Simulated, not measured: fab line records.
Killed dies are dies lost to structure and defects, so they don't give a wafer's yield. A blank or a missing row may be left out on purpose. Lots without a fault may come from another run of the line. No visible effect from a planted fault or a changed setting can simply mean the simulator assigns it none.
Matching of chambers | flow berkeley_cmos170 | UCB170_GATE_ETCH_15 on rie_si-01: 4 sister chambers
The step etches poly-Si in HBr/Cl2, stops on SiO2, time 56.3 s, target depth 278.2 nm. 8 wafers are shown with their chamber, then 7 later ones without.

== WAFERS PAIRED WITH THEIR CHAMBERS ==
wafer  | chamber | throttle_valve_pct (%) | run_length_s (s)
L667.1 | 1       | 26.32                  | 85.5
L669.4 | 3       | 26.54                  | 84.3
L670.2 | 1       | 26.32                  | 85.2
L682.1 | 0       | 26.72                  | 85.2
L682.2 | 2       | 26.42                  | 84.4
L682.5 | 2       | 26.41                  | 84.6
L684.1 | 0       | 26.71                  | 84.6
L684.3 | 3       | 26.53                  | 84.6

== WAFERS WITHOUT THEIR CHAMBER ==
wafer  | throttle_valve_pct (%) | run_length_s (s)
L684.5 | 26.42                  | 84.0
L687.1 | 26.42                  | 84.0
L687.3 | 26.54                  | 84.6
L687.5 | 26.72                  | 84.8
L688.1 | 26.75                  | 84.8
L688.4 | 26.51                  | 85.1
L688.5 | 26.51                  | 85.3

== WHICH CHAMBER EACH WENT THROUGH ==
wafer  | from the rows above | in truth
L684.5 | 2                   | 2
L687.1 | 2                   | 2
L687.3 | 3                   | 3
L687.5 | 0                   | 0
L688.1 | 0                   | 0
L688.4 | 3                   | 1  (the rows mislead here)
L688.5 | 3                   | 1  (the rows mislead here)
Correctly placed: 5 of 7. Can't be placed from these rows: 0. Number placed wrongly: 2.
How it was worked out, from the rows above alone: a wafer's distance from a chamber is the root of the sum, over the readings, of the square of ((its reading less the chamber's mean) divided by the reading's scatter). The wafer belongs to the nearest chamber; if the next one is less than 2 further off, it can't be placed. The mean given for a chamber averages the wafers shown for that chamber. The scatter is the square root of a quotient: the sum, over the shown wafers, of each reading's squared deviation from its chamber's mean, divided by wafers minus chambers.
